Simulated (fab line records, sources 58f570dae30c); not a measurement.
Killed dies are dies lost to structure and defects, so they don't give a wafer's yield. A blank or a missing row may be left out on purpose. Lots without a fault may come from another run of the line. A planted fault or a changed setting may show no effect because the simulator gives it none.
Problem report in the 8D (eight disciplines) form, filled by code | flow berkeley_cmos170 | the parts of the form that need people (team, actions taken, sign-off) are left out

1. THE PROBLEM
PVT_TW at UCB170_PVT_TW_MEAS_09 reads a mean of 470 on 6 wafers of 2 lots; wafers without a fault read 507 with a standard deviation of 5.1. That is -7.3 standard deviations from the usual mean.
First seen on wafer L357.2, day 9 01:40, on film_metro-04. The record holds 42 wafers of 14 lots with a number at this step. Rule for "out", or "out of limits": more than 4 standard deviations from the usual mean. The other wafers with a number count as sound.

2. WHAT IT IS AND WHAT IT IS NOT
question                    | is                     | is not
which readings at this step | PVT_TW                 | -
which lots                  | L355, L357             | L343, L344, L346, L347, L349, L350, L351, L354, L356, L358, L364, L365
which wafers of those lots  | all that have a number | -
read on which gauges        | film_metro-04          | film_metro-02, film_metro-03
when                        | from day 9 01:40       | up to then (24 sound wafers); but 12 sound wafers of L356, L358, L364, L365 came after

3. SUSPECTS, AND WHAT RULES EACH OUT
Counting: a tool at a process step up to the reading stays a suspect if it ran every lot that is out and no sound lot after the first of them.
- the gauge at UCB170_PVT_TW_MEAS_09: ruled out. All the wafers that are out were read on film_metro-04, but those of them that UCB170_PVT_IMPLANT_07 has rows for are out there too, on other tools.
- plasma_asher-03 at UCB170_ZERO_STRIP_07 (strips in O2): ruled out as a lasting fault. Sound lots L364 ran on it after its first lot that is out, L355 (day 4 10:29).
- implanter-01 at UCB170_PVT_IMPLANT_07: kept. It ran every lot that is out, first L357 (day 9 01:26), and no sound lot after that; its last sound lot up to then is L347 (day 7 15:37). Its own readings are out on those wafers: beam_on_s, faraday_current_uA.
Left after counting: implanter-01 at UCB170_PVT_IMPLANT_07.

4. THE CAUSE (what the simulator had put in)
Process parameter drift: implanter-01, from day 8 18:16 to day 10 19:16, at UCB170_PVT_IMPLANT_07. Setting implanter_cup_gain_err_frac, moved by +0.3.
Counting left only this tool.

5. THE CHAIN OF EFFECTS, in route order
Each row: a reading whose mean over the struck wafers that have a number lies more than 3 standard deviations from the usual. Only readings for which the record gives a usual standard deviation are gone through. hours: the time from each lot's start at the first step in this table that gives one to its start at this step, as a median over the lots. sigmas: the change in usual standard deviations.
hours | step                  | reading            | usual  | on struck wafers | change | sigmas
0     | UCB170_PVT_IMPLANT_07 | beam_on_s          | 9.98 s | 7.58             | -2.40  | -13
0     | UCB170_PVT_IMPLANT_07 | faraday_current_uA | 6.35   | 8.36             | +2.01  | +18
0     | UCB170_PVT_TW_MEAS_09 | PVT_TW             | 507    | 470              | -37    | -7.3
The process steps in it:
- UCB170_PVT_IMPLANT_07
Later measuring or inspecting steps at which every struck wafer that the step has a row for has a number for every such reading, and none has moved that far: UCB170_M1_OVL_MEAS_10.

6. WHAT WOULD HAVE CAUGHT IT SOONER
In this record the first reading out of limits at a measuring or inspecting step was taken at day 9 01:40, 7 hours after the fault began at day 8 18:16.
The tool's own readings at UCB170_PVT_IMPLANT_07 were out on every struck wafer that the step has a row for (beam_on_s, faraday_current_uA): an alarm limit on them would have fired on the first of those.
Of the lots that are out (2), L355 began UCB170_PVT_IMPLANT_07 on implanter-01 after day 9 01:40. A hold on the tool at that time would have spared it.
